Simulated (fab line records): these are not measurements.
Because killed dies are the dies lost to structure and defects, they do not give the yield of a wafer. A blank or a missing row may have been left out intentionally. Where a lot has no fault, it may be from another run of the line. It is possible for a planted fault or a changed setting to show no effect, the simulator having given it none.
Code-filled problem report in 8D (eight disciplines) form || flow berkeley_cmos170 || the parts of the form that need people (team, actions taken, sign-off) are left out

1. WHAT WENT WRONG
Mean of cd_nm at UCB170_M2_CD_MEAS_90: 720.6 nm across 2 wafers in 2 lots; on wafers with no fault it is 700.6 nm (standard deviation 2.5). That is +8.0 standard deviations from the usual mean.
The step: target cd 700 nm.
Seen first at day 10 02:47 on cd_sem-01, wafer L227.6. At this step, 42 wafers from 14 lots have a number in the record. The rule behind "out" and "out of limits": a value lying over 4 standard deviations away from the usual mean. Any other wafer with a number is counted as sound.

2. WHAT IT IS AND WHAT IT IS NOT
{"question": "which readings at this step", "is": "cd_nm", "is not": "-"}
{"question": "which lots", "is": "L227, L228", "is not": "L218, L219, L220, L221, L224, L225, L226, L231, L234, L236, L240, L241"}
{"question": "which wafers of those lots", "is": "L227.6, L228.5", "is not": "L227.1, L227.5, L228.1, L228.3"}
{"question": "read on which gauges", "is": "cd_sem-01", "is not": "cd_sem-02"}
{"question": "when", "is": "from day 10 02:47", "is not": "up to then (23 sound wafers); but 17 sound wafers of L228, L231, L234, L236, L240, L241 came after"}

3. THE SUSPECTS, EACH WITH WHAT RULES IT OUT
Counting: if a tool at a process step up to the reading ran every lot that is out, it stays a suspect. Sound lots after the first of them don't rule it out here, since some wafers of a struck lot are sound.
- the gauge at UCB170_M2_CD_MEAS_90: ruled out. All the wafers that are out were read on cd_sem-01, but those of them that UCB170_M2_METAL_ETCH_18 has rows for are out there too, on other tools.
- rie_metal-03 at UCB170_M2_METAL_ETCH_18 (etches Al in Cl2/BCl3, stops on SiO2, target depth 1170 nm, time 195 s): kept. Ran every lot that is out, first one L227 (day 10 02:29); last sound lot up to then L224 (day 9 22:34). On those wafers its own readings are out: oes_product_au, rf_fwd_power_W.
- The sound lot-mates ran in chamber 0 of rie_metal-03 at UCB170_M2_METAL_ETCH_18, but the wafers that are out ran in chamber 1.
After counting, what remains is rie_metal-03 at UCB170_M2_METAL_ETCH_18.

4. THE CAUSE (what the simulator had put in)
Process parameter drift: rie_metal-03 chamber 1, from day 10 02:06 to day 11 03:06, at UCB170_M2_METAL_ETCH_18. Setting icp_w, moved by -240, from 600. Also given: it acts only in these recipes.
This tool alone remained once counting was done.

5. THE CHAIN OF EFFECTS, in route order
One row per reading whose mean, taken over the struck wafers that have a number, lies over 3 standard deviations from the usual. Readings are gone through only where the record gives a usual standard deviation; hours: the median, over the lots, of the time from a lot's start at the first step in this table giving one to that lot's start at this step; sigmas: the change measured in usual standard deviations.
{"hours": 0, "step": "UCB170_M2_METAL_ETCH_18", "reading": "oes_product_au", "usual": "0.871 a.u.", "on struck wafers": 0.787, "change": -0.084, "sigmas": -7.6}
{"hours": 0, "step": "UCB170_M2_METAL_ETCH_18", "reading": "rf_fwd_power_W", "usual": "597.7 W", "on struck wafers": 356.7, "change": -241.0, "sigmas": "-99 or more"}
{"hours": 0, "step": "UCB170_M2_STRIP_19", "reading": "oes_product_au", "usual": "0.539 a.u.", "on struck wafers": 0.720, "change": "+0.180", "sigmas": "+11"}
{"hours": 0, "step": "UCB170_M2_CD_MEAS_90", "reading": "cd_nm", "usual": "700.6 nm", "on struck wafers": 720.6, "change": "+20.0", "sigmas": "+8.0"}
{"hours": 8, "step": "UCB170_M3_PROBE_99", "reading": "defect_limited_yield", "usual": "98.8 %", "on struck wafers": 0.0, "change": -98.8, "sigmas": "-99 or more"}
{"hours": 8, "step": "UCB170_M3_PROBE_99", "reading": "killed_at_M0_to_M3", "usual": 0.9, "on struck wafers": 262.5, "change": "+261.6", "sigmas": "+99 or more"}
{"hours": 8, "step": "UCB170_M3_PROBE_99", "reading": "killed_dies", "usual": 3.2, "on struck wafers": 264.0, "change": "+260.8", "sigmas": "+99 or more"}
{"hours": 8, "step": "UCB170_M3_PROBE_99", "reading": "killed_on_rim", "usual": 0.9, "on struck wafers": 70.0, "change": "+69.1", "sigmas": "+71"}
{"hours": 8, "step": "UCB170_M3_PROBE_99", "reading": "sort_bin_5_function", "usual": "0.7 %", "on struck wafers": 99.4, "change": "+98.7", "sigmas": "+99 or more"}
{"hours": 8, "step": "UCB170_M3_PROBE_99", "reading": "sort_n_pass", "usual": 260.8, "on struck wafers": 0.0, "change": -260.8, "sigmas": "-99 or more"}
{"hours": 8, "step": "UCB170_M3_PROBE_99", "reading": "sort_yield_pct", "usual": "98.8 %", "on struck wafers": 0.0, "change": -98.8, "sigmas": "-99 or more"}
The process steps in it:
- UCB170_M2_METAL_ETCH_18: etches Al in Cl2/BCl3, stops on SiO2, target depth 1170 nm, time 195 s.
- UCB170_M2_STRIP_19: strips in O2.
- UCB170_M3_PROBE_99

6. HOW IT WOULD HAVE BEEN CAUGHT EARLIER
In this record the first reading out of limits at a measuring or inspecting step was taken at day 10 02:47, 1 hour after the fault began at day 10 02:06.
The tool's own readings at UCB170_M2_METAL_ETCH_18 were out on every struck wafer that the step has a row for (oes_product_au, rf_fwd_power_W): an alarm limit on them would have fired on the first of those.
Of the lots that are out (2), L228 began UCB170_M2_METAL_ETCH_18 on rie_metal-03 after day 10 02:47. Holding the tool at that time would have saved it.
